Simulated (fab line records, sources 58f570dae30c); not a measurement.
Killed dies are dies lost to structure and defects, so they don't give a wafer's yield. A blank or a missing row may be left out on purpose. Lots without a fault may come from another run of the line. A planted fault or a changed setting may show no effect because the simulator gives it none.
One fault seen from 2 desks | flow berkeley_cmos170 | each desk has only its own numbers; what lay behind them comes last

THE METROLOGY DESK
What the gauges read, lot by lot, whatever tool the lot ran on: means of the sampled wafers that have a number. A lot is out of limits, marked OUT, if its mean lies more than 4 standard deviations from the usual mean; the brackets give that distance.
Columns: A = CONTACT_PSG_THK at UCB170_CONTACT_THK_MEAS_02, usual 705 nm
lot  | first seen here | A
L599 | day 8 22:20     | 701
L598 | day 8 22:38     | 711
L603 | day 9 00:07     | 703
L597 | day 9 00:25     | 697
L601 | day 9 01:53     | 701
L602 | day 9 01:55     | 702
L600 | day 9 01:57     | 704
L604 | day 9 13:02     | 698
L605 | day 9 18:46     | 704
L607 | day 9 19:55     | 617 (-15) OUT
L610 | day 10 11:44    | 606 (-17) OUT
L612 | day 11 16:16    | 611 (-16) OUT
L614 | day 11 17:36    | 706
L613 | day 11 18:07    | 610 (-16) OUT
This desk's finding: out of limits on L607, L610, L612, L613; first on L607, day 9 19:55 (CONTACT_PSG_THK at UCB170_CONTACT_THK_MEAS_02). In limits: L599, L598, L603, L597, L601, L602, L600, L604, L605, L614.

THE TOOL OWNER'S DESK: lpcvd-01
The tool's own readings at UCB170_CONTACT_CVD_01 (deposits PSG from SiH4/O2/PH3, target thk 700 nm, time 2820 s): means of the sampled wafers that have a number, for each lot that ran on this tool. A lot is out of limits, marked OUT, if its mean lies more than 4 standard deviations from the usual mean; the brackets give that distance.
Columns: A = sih4_flow_sccm at UCB170_CONTACT_CVD_01, usual 60.02 sccm
lot  | first seen here | A
L599 | day 8 20:32     | 59.88
L603 | day 8 22:20     | 60.07
L600 | day 9 00:07     | 60.30
L601 | day 9 00:07     | 59.93
L602 | day 9 00:07     | 60.00
L607 | day 9 17:15     | 60.15
L610 | day 10 09:58    | 59.62
L612 | day 11 14:29    | 60.11
L613 | day 11 16:16    | 60.12
This desk's finding: nothing out of limits on any of the 9 lots.

PUT TOGETHER
The metrology desk could have raised an alarm at day 9 19:55, on L607, L610, L612, L613.
The tool owner's desk saw nothing out of limits.
The tool owner's desk has L607, L610, L612, L613 on record, within its limits.
Of the lots named, all ran UCB170_CONTACT_CVD_01 on lpcvd-01.

WHAT THE SIMULATOR HAD PUT IN
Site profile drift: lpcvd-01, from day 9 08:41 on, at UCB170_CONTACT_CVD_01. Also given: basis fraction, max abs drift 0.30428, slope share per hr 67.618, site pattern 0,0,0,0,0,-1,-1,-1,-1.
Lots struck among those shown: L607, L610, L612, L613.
Hours from the fault's start to each desk's first reading out of limits: the metrology desk, 11.
